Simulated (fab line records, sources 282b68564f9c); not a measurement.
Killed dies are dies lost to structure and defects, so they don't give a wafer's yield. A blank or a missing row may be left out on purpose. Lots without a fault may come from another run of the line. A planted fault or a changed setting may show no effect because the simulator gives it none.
Split-lot experiment | flow rit_cmos | 5 lots, 23 wafers read, on a route of 202 steps

THE SPLIT
At RIT_PWELL_COAT_01 (resist thk 1300 nm), the setting resist_thk_nm was moved away from the recipe's 1300 nm on 10 of the 23 wafers read, by -4.3% to +2.9%. The other wafers ran this setting at the recipe's value.

FROM THE SPLIT TO THE READING: what the file shows between them, 3 steps
- RIT_PWELL_SOFTBAKE_02: time 60 s
- RIT_PWELL_EXPOSE_03: exposes mask M3, target cd 43700 nm
- RIT_PWELL_DEVELOP_05: develop time 68 s

THE READING
NOVOLAK_of_PWELL_COAT_01.thk_nm (the simulator's own value, which no gauge read), in nm, at RIT_PWELL_HARDBAKE_07 (time 120 s). The file gives no usual value for it. The 13 wafers here that ran the recipe average 1136 nm, standard deviation 3.2 nm.

wafer  | tool, chamber at the split | resist_thk_nm as run, nm | against the recipe | NOVOLAK_of_PWELL_COAT_01.thk_nm, nm | against lot-mates on the recipe
L074.2 | litho_track-04, 0          | 1248                     | -4.0%              | 1082                                | -47
L074.3 | litho_track-04, 0          | 1300                     | recipe             | 1128                                | -
L074.4 | litho_track-04, 0          | 1248                     | -4.0%              | 1084                                | -45
L074.6 | litho_track-04, 0          | 1248                     | -4.0%              | 1084                                | -45
L074.5 | litho_track-04, 0          | 1300                     | recipe             | 1130                                | -
L076.2 | litho_track-01, 0          | 1300                     | recipe             | 1135                                | -
L076.5 | litho_track-01, 0          | 1300                     | recipe             | 1136                                | -
L076.6 | litho_track-01, 0          | 1300                     | recipe             | 1139                                | -
L077.1 | litho_track-04, 0          | 1300                     | recipe             | 1135                                | -
L077.3 | litho_track-04, 0          | 1300                     | recipe             | 1136                                | -
L077.4 | litho_track-04, 0          | 1338                     | +2.9%              | 1168                                | +31
L077.5 | litho_track-04, 0          | 1338                     | +2.9%              | 1164                                | +27
L077.6 | litho_track-04, 0          | 1300                     | recipe             | 1139                                | -
L079.1 | litho_track-01, 0          | 1300                     | recipe             | 1138                                | -
L079.4 | litho_track-01, 0          | 1300                     | recipe             | 1138                                | -
L079.2 | litho_track-01, 0          | 1321                     | +1.6%              | 1157                                | +19
L079.5 | litho_track-01, 0          | 1300                     | recipe             | 1139                                | -
L079.6 | litho_track-01, 0          | 1321                     | +1.6%              | 1159                                | +21
L082.1 | litho_track-01, 0          | 1244                     | -4.3%              | 1087                                | -48
L082.2 | litho_track-01, 0          | 1300                     | recipe             | 1135                                | -
L082.5 | litho_track-01, 0          | 1300                     | recipe             | 1135                                | -
L082.4 | litho_track-01, 0          | 1244                     | -4.3%              | 1084                                | -51
L082.6 | litho_track-01, 0          | 1244                     | -4.3%              | 1088                                | -47

THE FIT
A straight line over all 23 wafers: NOVOLAK_of_PWELL_COAT_01.thk_nm changes by +12 nm for each +1% of resist_thk_nm; r = +0.99; the points scatter about the line by 3.7 nm.
The same after taking each lot's own level away (the mean of its wafers on the recipe; 23 wafers): +11.2 nm for each +1%; r = +1.00; scatter 1.8 nm.
On that fit, the largest move of resist_thk_nm shifts the reading by 48 nm.
The lots' own levels span 1129.0 to 1138.3 nm, that is 2.9 times the standard deviation above.
So the lot-to-lot level changes the slope little: the two slopes agree.
Check: with one of the wafers moved furthest among these (-4.3%) left out of the fit, the line predicts -48.5 nm for it against its lot-mates. It came out at -48 nm against them.

OTHER SPLITS ON THESE WAFERS
These wafers also went through other splits before the reading. Each is held against what the fit with the lots' levels taken away leaves over:
other split on the same wafers    | wafers away from the commonest value | r with NOVOLAK_of_PWELL_COAT_01.thk_nm (lot level and that fit taken away)
RIT_ACTIVE_OXIDATION_01 temp_c    | 15                                   | -0.02
RIT_ACTIVE_COAT_06 resist_thk_nm  | 9                                    | -0.16
RIT_ACTIVE_ETCH_13 pressure_mtorr | 5                                    | +0.00
RIT_NWELL_IMPLANT_08 dose_cm2     | 8                                    | +0.21

THE WHOLE CHAIN: every reading that the file lists as answering this split, in the file's order
step                  | what it does       | reading                                                                          | change (the file's fit)              | r (the file's)
RIT_PWELL_COAT_01     | resist thk 1300 nm | NOVOLAK_of_PWELL_COAT_01.thk_nm (the simulator's own value, which no gauge read) | +12.9 nm for each +1% of the setting | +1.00
RIT_PWELL_HARDBAKE_07 | time 120 s         | NOVOLAK_of_PWELL_COAT_01.thk_nm (the simulator's own value, which no gauge read) | +11.1 nm for each +1% of the setting | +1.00

THE FILE'S OWN FIT
NOVOLAK_of_PWELL_COAT_01.thk_nm changes by +11.1 nm for each +1% of resist_thk_nm, r = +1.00.
